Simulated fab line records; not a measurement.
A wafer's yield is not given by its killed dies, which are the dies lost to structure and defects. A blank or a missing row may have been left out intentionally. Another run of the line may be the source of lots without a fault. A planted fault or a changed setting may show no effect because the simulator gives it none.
Chamber matching || flow berkeley cmos170 || 3 sister chambers for UCB170_CONTACT_CLEAN_00 on wet bench-03
The step cleans in SPM, time 600 s. 14 wafers are shown with their chamber, then 4 later ones without.

## WAFERS, EACH WITH ITS CHAMBER
{"wafer": "L119.1", "chamber": 2, "bath heat duty pct (%)": 12.5, "bath guard temp C (C)": 120.0}
{"wafer": "L119.5", "chamber": 2, "bath heat duty pct (%)": 11.7, "bath guard temp C (C)": 120.0}
{"wafer": "L119.6", "chamber": 2, "bath heat duty pct (%)": 13.4, "bath guard temp C (C)": 120.2}
{"wafer": "L123.1", "chamber": 3, "bath heat duty pct (%)": 12.2, "bath guard temp C (C)": 119.6}
{"wafer": "L123.3", "chamber": 3, "bath heat duty pct (%)": 14.0, "bath guard temp C (C)": 120.0}
{"wafer": "L123.6", "chamber": 3, "bath heat duty pct (%)": 13.6, "bath guard temp C (C)": 120.1}
{"wafer": "L126.1", "chamber": 0, "bath heat duty pct (%)": 14.8, "bath guard temp C (C)": 119.9}
{"wafer": "L126.4", "chamber": 0, "bath heat duty pct (%)": 14.5, "bath guard temp C (C)": 120.0}
{"wafer": "L126.6", "chamber": 0, "bath heat duty pct (%)": 16.0, "bath guard temp C (C)": 119.3}
{"wafer": "L124.1", "chamber": 3, "bath heat duty pct (%)": 13.9, "bath guard temp C (C)": 119.7}
{"wafer": "L124.2", "chamber": 3, "bath heat duty pct (%)": 14.0, "bath guard temp C (C)": 119.4}
{"wafer": "L124.4", "chamber": 3, "bath heat duty pct (%)": 12.9, "bath guard temp C (C)": 119.9}
{"wafer": "L125.2", "chamber": 3, "bath heat duty pct (%)": 13.8, "bath guard temp C (C)": 119.6}
{"wafer": "L125.4", "chamber": 3, "bath heat duty pct (%)": 13.6, "bath guard temp C (C)": 120.0}

SIGNATURES (means of the wafers above)
{"reading": "bath heat duty pct", "chamber 0": 15.100, "chamber 2": 12.533, "chamber 3": 13.500, "scatter within a chamber": 0.709}
{"reading": "bath guard temp C", "chamber 0": 119.733, "chamber 2": 120.067, "chamber 3": 119.787, "scatter within a chamber": 0.26}
Rule: for a wafer and a chamber, the distance is found by dividing, reading by reading, the gap between the wafer's reading and the chamber's mean by the reading's scatter, squaring, summing and taking the root. If the next closest chamber is less than 2 further off than the closest, the wafer can't be placed; otherwise it belongs to the closest. How the scatter is found: for the shown wafers, subtract from each reading the mean of its chamber, square and add these, divide the total by (wafers less chambers), then take the root.

## WAFERS MISSING THEIR CHAMBER
{"wafer": "L125.5", "bath heat duty pct (%)": 13.1, "bath guard temp C (C)": 119.9}
{"wafer": "L139.1", "bath heat duty pct (%)": 14.6, "bath guard temp C (C)": 120.2}
{"wafer": "L139.5", "bath heat duty pct (%)": 12.5, "bath guard temp C (C)": 120.0}
{"wafer": "L139.6", "bath heat duty pct (%)": 12.9, "bath guard temp C (C)": 120.3}

## EACH ONE'S CHAMBER
{"wafer": "L125.5", "from the rows above": "can't be placed: 3 or 2", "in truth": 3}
{"wafer": "L139.1", "from the rows above": "can't be placed: 0 or 3 or 2", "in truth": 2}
{"wafer": "L139.5", "from the rows above": "can't be placed: 2 or 3", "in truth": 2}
{"wafer": "L139.6", "from the rows above": "can't be placed: 2 or 3", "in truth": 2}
0 of 4 placed correctly. Can't be placed from these rows: 4 (the true chamber is among the candidates in 4). 0 placed wrongly.
